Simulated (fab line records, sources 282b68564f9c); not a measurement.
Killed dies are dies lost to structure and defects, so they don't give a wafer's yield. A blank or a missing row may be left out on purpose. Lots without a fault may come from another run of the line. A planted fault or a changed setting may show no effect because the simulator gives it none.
fab line records | flow rit_cmos
record lots=15 wafers=45 last_day=7
route steps=202 shown M1@192
lots that met no fault: from a run of the same line without faults
start_h: hours from the record's first day to the start of the lot's first wafer shown | wait_h: hours since the lot's step before | " the same as in the row above | L1.1+2: a row that stands for several wafers | - no value, or no start given | * or withheld: withheld | < > ~ a bound
route shown NAME@n: a module of which the file shows steps, and the number in the route of the first | usual: mean/standard deviation of fault-free wafers | same: alike in all rows | chamber/n: place in a boat | sites: the reading at each site | _std_site: their standard deviation | _edge_site: outer sites' mean less inner sites' | radius_mm: how far each site lies from the wafer's centre | mask NAME#n: copy n | behind: the tool/chamber that last shaped the wafer | hold: why the lot was held/for how many hours/how that ended | device: the transistor (n, p or np) that didn't switch | end of line: the same wafers' tests at the end of the route | a step without rows: its recipe alone | killed: dies lost to structure and defects at the first sort, not the wafer's yield | map: a wafer's dies, x killed, . not, _ none there
set.NAME: the setting as run; set.NAME@STEP: as run at that earlier step | model.NAME: the simulator's own value behind a step, which no gauge read
steps of the route over a sample of lots; a table a step, a row a wafer
## steps
# step RIT_M1_DEVELOP_08
# recipe resist=NOVOLAK develop_time_s=68 dev_temp_c=23
# usual chill_plate_temp_C=23.00/0.11 develop_time_s=68/0
# columns lot.wafer tool chamber start_h wait_h chill_plate_temp_C develop_time_s
L204.4 litho_track-01 0 54 - 23.06 68
L204.5 " 0 " " 22.97 68
L204.6 " 0 " " 23.09 68
L205.2 litho_track-02 0 58 - 23.03 68
L205.3 " 0 " " 22.87 68
L205.5 " 0 " " 23.05 68
L206.1 litho_track-04 0 65 - 22.94 68
L206.3 " 0 " " 22.95 68
L206.5 " 0 " " 22.82 68
L207.1 litho_track-04 0 68 - 22.96 68
L207.2 " 0 " " 22.78 68
L207.6 " 0 " " 22.83 68
L208.2 litho_track-02 0 74 - 22.96 68
L208.5 " 0 " " 22.92 68
L208.6 " 0 " " 22.72 68
L209.1 litho_track-02 0 78 - 23.02 68
L209.4 " 0 " " 23.07 68
L209.6 " 0 " " 23.01 68
L212.4 litho_track-04 0 95 - 22.97 68
L212.5 " 0 " " 23.02 68
L212.6 " 0 " " 23.13 68
L215.1 litho_track-04 0 113 - 23.01 68
L215.2 " 0 " " 22.99 68
L215.6 " 0 " " 22.98 68
L217.2 litho_track-01 - 132 - - -
L217.4 " - " " - -
L217.6 " - 133 - - -
L218.1 litho_track-02 - 133 - - -
L218.3 " - " " - -
L218.4 " - " " - -
L219.1 litho_track-02 - 138 - - -
L219.3 " - " " - -
L219.6 " - " " - -
L220.1 litho_track-04 0 145 - 22.84 68
L220.2 " 0 " " 22.89 68
L220.6 " 0 " " 23.01 68
L221.2 litho_track-04 0 146 - 23.04 68
L221.5 " 0 " " 23.12 68
L221.6 " 0 " " 23.08 68
L222.1 litho_track-04 0 152 - 23.09 68
L222.4 " 0 " " 22.86 68
L222.5 " 0 " " 23.16 68
L227.3 litho_track-04 0 170 - 23.00 68
L227.4 " 0 " " 23.01 68
L227.5 " 0 " " 22.90 68
## key
first_sign step=RIT_M1_DEVELOP_08 reading=tool_record direction=missing
effect none on later readings
met_at RIT_M1_DEVELOP_08
struck_lots L217,L218,L219
later_rows_left_out L217.2,L217.4,L217.6,L218.1,L218.3,L218.4,L219.1,L219.3,L219.6
sort_left_out L217.2,L217.4,L217.6,L218.1,L218.3,L218.4,L219.1,L219.3,L219.6
onset_between 78 132
fault kind=skipped_step_whole tool=litho_track-01,litho_track-02 chamber=- onset_h=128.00 steps=RIT_M1_DEVELOP_08 scope=struck_lots_only
# sort_left_out: the simulated sort isn't trusted on such a fault, so these wafers' sort isn't shown, and their yield isn't known
# later_rows_left_out: the simulator's readings of these wafers behind a module that went badly wrong aren't trusted and aren't shown, but for the sort
